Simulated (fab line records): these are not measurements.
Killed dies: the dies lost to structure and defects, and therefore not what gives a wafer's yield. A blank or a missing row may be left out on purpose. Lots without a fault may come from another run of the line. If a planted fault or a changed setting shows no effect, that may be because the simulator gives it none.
Split-lot experiment -- flow berkeley cmos170 -- 23 wafers read across 5 lots, on a route 331 steps long

== THE SPLIT ITSELF ==
At UCB170_GATE_OXIDATION_01 (target thk 6.6 nm, ox time 1800 s), the setting ox time s was moved away from the recipe's 1800 s on 20 of the 23 wafers read, by -5.9% to +13.3%. This setting was run at the recipe's value on the other wafers.

Reading taken at the split's own step.

== THE READING ==
SiO2_of_GATE_OXIDATION_01.thk nm (the simulator's own value, which no gauge read), in nm, at UCB170_GATE_OXIDATION_01 (target thk 6.6 nm, ox time 1800 s). The file gives no usual value for it. Average 6.825 nm, standard deviation 0.042 nm, over the 3 wafers here run with the recipe.

wafer,"tool, chamber at the split","ox time s as run, s",against the recipe,"SiO2_of_GATE_OXIDATION_01.thk nm, nm",against lot-mates on the recipe
L074.1,"-, -",1693,-5.9%,6.299,no lot-mate on the recipe
L074.2,"-, -",1693,-5.9%,6.177,no lot-mate on the recipe
L074.3,"-, -",1693,-5.9%,6.383,no lot-mate on the recipe
L074.4,"-, -",1693,-5.9%,6.302,no lot-mate on the recipe
L074.6,"-, -",1693,-5.9%,6.135,no lot-mate on the recipe
L079.1,"-, -",2009,+11.6%,6.849,no lot-mate on the recipe
L079.2,"-, -",2009,+11.6%,6.88,no lot-mate on the recipe
L079.3,"-, -",2009,+11.6%,6.85,no lot-mate on the recipe
L079.5,"-, -",2009,+11.6%,6.823,no lot-mate on the recipe
L079.6,"-, -",2009,+11.6%,6.95,no lot-mate on the recipe
L081.1,"-, -",2040,+13.3%,7.399,no lot-mate on the recipe
L081.2,"-, -",2040,+13.3%,7.429,no lot-mate on the recipe
L081.3,"-, -",2040,+13.3%,7.357,no lot-mate on the recipe
L081.5,"-, -",2040,+13.3%,7.443,no lot-mate on the recipe
L081.6,"-, -",2040,+13.3%,7.406,no lot-mate on the recipe
L083.2,"-, -",1902,+5.7%,6.88,no lot-mate on the recipe
L083.3,"-, -",1902,+5.7%,6.936,no lot-mate on the recipe
L083.4,"-, -",1902,+5.7%,6.843,no lot-mate on the recipe
L083.5,"-, -",1902,+5.7%,6.909,no lot-mate on the recipe
L083.6,"-, -",1902,+5.7%,6.852,no lot-mate on the recipe
L085.4,"furnace-02, 0",1800,recipe,6.814,-
L085.5,"furnace-02, 0",1800,recipe,6.779,-
L085.6,"furnace-02, 0",1800,recipe,6.881,-

FIT RESULTS
A straight line over all 23 wafers: SiO2_of_GATE_OXIDATION_01.thk nm changes by +0.0458 nm for each +1% of ox time s; r = +0.88; the points scatter about the line by 0.19 nm.
Too few moved wafers with a lot-mate on the recipe to fit a line net of each lot's own level.

== FILE'S OWN FIT ==
SiO2_of_GATE_OXIDATION_01.thk nm changes by +0.0457 nm for each +1% of ox time s, r = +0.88.
